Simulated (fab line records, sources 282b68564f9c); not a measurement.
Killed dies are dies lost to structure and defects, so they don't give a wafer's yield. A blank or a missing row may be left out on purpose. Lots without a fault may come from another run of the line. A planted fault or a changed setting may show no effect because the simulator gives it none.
A struck lot beside a sound one | flow rit_cmos | 15 steps out of a route of 202
Sound: wafers L320.3, L320.5, L320.6. Struck: wafers L319.3, L319.4, L319.5. The cause comes at the end.
At each step with rows: each side's tool, then ch and its chambers, then its first start. Under that, the readings that differ: sound wafers | struck wafers | difference of the means | sigmas: that difference in standard deviations of wafers without a fault.
alike: readings whose means differ by less than 2 such deviations, and words and numbers that are the same on both sides. not compared: withheld readings, readings that some wafer has no value for, bounds like >300 that may hide the same value, and numbers for which the record gives no deviation and whose values overlap.
The two part at a step that has a row with sigmas, a row that says differs or no value, or rows on one side only. Numbers that don't overlap but have no deviation are shown without sigmas and don't part them. A reading that every wafer of one side lacks parts them only if that side has two wafers or more.

first, 2 steps without rows for these wafers: RIT_PWELL_PEB_04; RIT_PWELL_DEVELOP_05 (develop time 68 s).
RIT_PWELL_OVL_MEAS_06:
  sound on overlay-02, day 4 22:15; struck on overlay-02, day 4 20:56
  reading        | sound          | struck      | difference | sigmas
  PWELL_OVL (nm) | -2.5 -2.2 -2.6 | 2.4 0.1 0.1 | +3.3       | +3
then, 2 steps without rows for these wafers: RIT_PWELL_HARDBAKE_07 (time 120 s); RIT_PWELL_IMPLANT_08.
RIT_PWELL_STRIP_09: strips in O2, time 180 s.
  sound on plasma_asher-01 ch 0,1, day 4 22:44; struck on plasma_asher-02 ch 0,1, day 4 21:25
  alike: drypump_motor_current_A
  not compared: rf_hours_counter_h
RIT_PWELL_TW_MEAS_10:
  sound on film_metro-04, day 4 22:52; struck on film_metro-02, day 4 21:33
  alike: PWELL_TW
then, 1 step without rows for these wafers: RIT_WELLDRIVE_ANNEAL_00 (time 14700 s).
RIT_WELLDRIVE_RS_MEAS_01: measures by four-point-probe.
  sound on film_metro-03, day 5 04:40; struck on film_metro-03, day 5 03:14
  alike: NWELL_RS
RIT_WELLDRIVE_RS_MEAS_02: measures by four-point-probe.
  sound on film_metro-03, day 5 04:47; struck on film_metro-03, day 5 03:21
  alike: PWELL_RS
then, 2 steps without rows for these wafers: RIT_NRETRO_HMDS_00 (prime time 60 s); RIT_NRETRO_COAT_01 (resist thk 1300 nm).
RIT_NRETRO_SOFTBAKE_02: time 60 s.
  sound on litho_track-02 ch 0, day 5 05:13; struck on litho_track-04 ch 0, day 5 03:47
  reading          | sound             | struck            | difference | sigmas
  run_length_s (s) | 88.79 89.12 88.78 | 94.62 94.86 94.62 | +5.80      | +28
then, 1 step without rows for these wafers: RIT_NRETRO_EXPOSE_03 (exposes mask M4, target cd 43900 nm).
RIT_M1_PROBE_99:
  sound on prober-01, day 6 17:30; struck on prober-02, day 6 16:00
  alike: killed_at_M0_to_M3, killed_at_contacts, killed_at_front_end, killed_dies, killed_open, killed_short

WHERE THEY PART
First at RIT_PWELL_OVL_MEAS_06; last, within this record, at RIT_NRETRO_SOFTBAKE_02. Later steps at which nothing parts them and some readings are alike: RIT_M1_PROBE_99.

WHY: what the simulator had put in
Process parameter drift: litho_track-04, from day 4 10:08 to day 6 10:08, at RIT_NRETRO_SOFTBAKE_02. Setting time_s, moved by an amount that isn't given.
